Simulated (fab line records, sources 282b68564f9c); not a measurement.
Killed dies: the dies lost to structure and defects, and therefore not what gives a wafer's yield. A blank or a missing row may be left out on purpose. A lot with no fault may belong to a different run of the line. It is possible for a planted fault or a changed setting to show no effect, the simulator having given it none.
Problem report, 8D (eight disciplines) form, completed by code ; flow rit-cmos ; the parts of the form that need people (team, actions taken, sign-off) are left out

== 1. WHAT WENT WRONG ==
Mean of run-length-s at RIT_SPACER_CLEAN_00: 919 s across 6 wafers in 2 lots; on wafers with no fault it is 628 s (standard deviation 3.5). Measured from the usual mean, that is +83 standard deviations.
The step: cleans in SC1, time 600 s.
First seen on wafer L489.1, day 5 16:38, on wet-bench-04. Wafers with a number at this step in the record: 18, from 6 lots. Rule for "out" (also "out of limits"): further than 4 standard deviations from the usual mean. Any other wafer with a number is counted as sound.

== 2. WHAT IT IS; WHAT IT IS NOT ==
question;is;is not
which readings at this step;run-length-s;-
which lots;L489, L491;L482, L483, L494, L497
which wafers of those lots;all that have a number;-
read on which tools;wet-bench-04;wet-bench-01, wet-bench-03
when;from day 5 16:38;"up to then (6 sound wafers); but 6 sound wafers of L494, L497 came after"

== 3. WHAT RULES OUT EACH SUSPECT ==
Counting: a tool stays on the suspect list if, at a process step up to the reading, it processed all lots that are out and no sound lot following the first of them.
- plasma-asher-01 at RIT_PLDD_STRIP_09 (strips in O2, time 180 s): ruled out as a lasting fault. Following L489 (day 5 16:25), the first lot on it that is out, the sound lots L494 were run on it.
- wet-bench-04 at RIT_SPACER_CLEAN_00 (cleans in SC1, time 600 s): kept. Every lot that is out went through it, starting with L489 (day 5 16:38), and after that it ran no sound lot; the last sound lot it ran before then is L482 (day 4 03:52). Its own readings are out on those wafers: run-length-s.
Left after counting: wet-bench-04 at RIT_SPACER_CLEAN_00.

== 4. THE CAUSE (what the simulator had put in) ==
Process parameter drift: wet-bench-04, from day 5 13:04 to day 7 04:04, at RIT_SPACER_CLEAN_00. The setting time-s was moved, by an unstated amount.
This tool alone remained once counting was done.

== 5. SEQUENCE OF EFFECTS, ordered by route ==
Each row: a reading where the mean over the struck wafers with a number is more than 3 standard deviations away from the usual. Scope: only readings with a usual standard deviation given in the record; hours: median across lots of the time from each lot's start at the first step in this table that gives one to its start at this step; sigmas: change in usual standard deviations.
hours;step;reading;usual;on struck wafers;change;sigmas
0;RIT_SPACER_CLEAN_00;run-length-s;628 s;919;+291;+83
Here are the process steps it includes:
- RIT_SPACER_CLEAN_00: cleans in SC1, time 600 s.

== 6. WHAT WOULD HAVE CAUGHT IT SOONER ==
4 hours passed between the start of the fault at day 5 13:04 and the first reading out of limits in this record, taken at day 5 16:38.
